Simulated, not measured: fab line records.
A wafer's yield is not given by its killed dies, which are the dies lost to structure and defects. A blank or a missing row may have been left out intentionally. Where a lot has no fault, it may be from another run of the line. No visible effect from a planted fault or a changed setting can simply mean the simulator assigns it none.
2 desks, one fault    flow berkeley-cmos170    numbers are kept per desk, each desk with only its own; the story behind them comes last

AT THE TOOL OWNER'S DESK: furnace-04
The tool's own readings at UCB170_SCREENOX_OXIDATION_01 (target thk 14.4 nm, ox time 2400 s): means of the sampled wafers that have a number, for each lot that ran on this tool. Any lot whose mean is over 4 standard deviations away from the usual mean is out of limits and marked OUT; that distance is given in the brackets.
Columns: A = zone-power-source-pct at UCB170_SCREENOX_OXIDATION_01, usual 27.2 %
lot   first seen here  A
L960  day 6 12:34      26.9
L961  day 6 22:26      26.9
L963  day 6 22:26      26.7
L964  day 6 22:26      27.0
L970  day 8 21:23      26.7
L971  day 8 21:23      26.6
L972  day 8 21:23      26.6
L975  day 9 19:55      26.6
L976  day 9 19:55      26.7
L977  day 9 19:55      26.5
This desk's verdict: no lot among the 10 shows anything out of limits.

THE METROLOGY DESK
What the gauges read, lot by lot, whatever tool the lot ran on: means of the sampled wafers that have a number. Any lot whose mean is over 4 standard deviations away from the usual mean is out of limits and marked OUT; that distance is given in the brackets.
Columns: A = SCREENOX_OXIDE_THK at UCB170_SCREENOX_THK_MEAS_02, usual 15.40 nm
lot   first seen here  A
L960  day 6 14:14      15.61
L964  day 7 00:06      15.38
L961  day 7 00:07      15.70
L963  day 7 00:11      15.02
L966  day 7 15:10      15.34
L967  day 8 00:56      15.46
L970  day 8 23:03      15.41
L971  day 8 23:03      15.62
L972  day 8 23:03      15.15
L974  day 9 10:32      15.25
L973  day 9 10:32      15.06
L977  day 9 21:35      20.35 (+23) OUT
L975  day 9 21:37      20.35 (+22) OUT
L976  day 9 21:40      20.40 (+23) OUT
L978  day 10 12:35     15.64
Per this desk, out of limits: L975, L976, L977; the first was L977, day 9 21:35 (SCREENOX_OXIDE_THK at UCB170_SCREENOX_THK_MEAS_02). L960, L964, L961, L963, L966, L967, L970, L971, L972, L974, L973, L978: within limits.

PUT TOGETHER
The metrology desk could have raised an alarm at day 9 21:35, on L975, L976, L977.
Nothing out of limits was seen by the tool owner's desk.
On record at the tool owner's desk: L975, L976, L977, within its limits.
The lots listed all ran UCB170_SCREENOX_OXIDATION_01 on furnace-04.

WHAT THE SIMULATOR HAD INSERTED
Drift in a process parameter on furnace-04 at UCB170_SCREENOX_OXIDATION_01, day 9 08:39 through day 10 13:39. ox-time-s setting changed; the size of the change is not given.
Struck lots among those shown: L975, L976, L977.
Delay in hours, fault start to first out-of-limits reading, per desk: metrology desk 13.
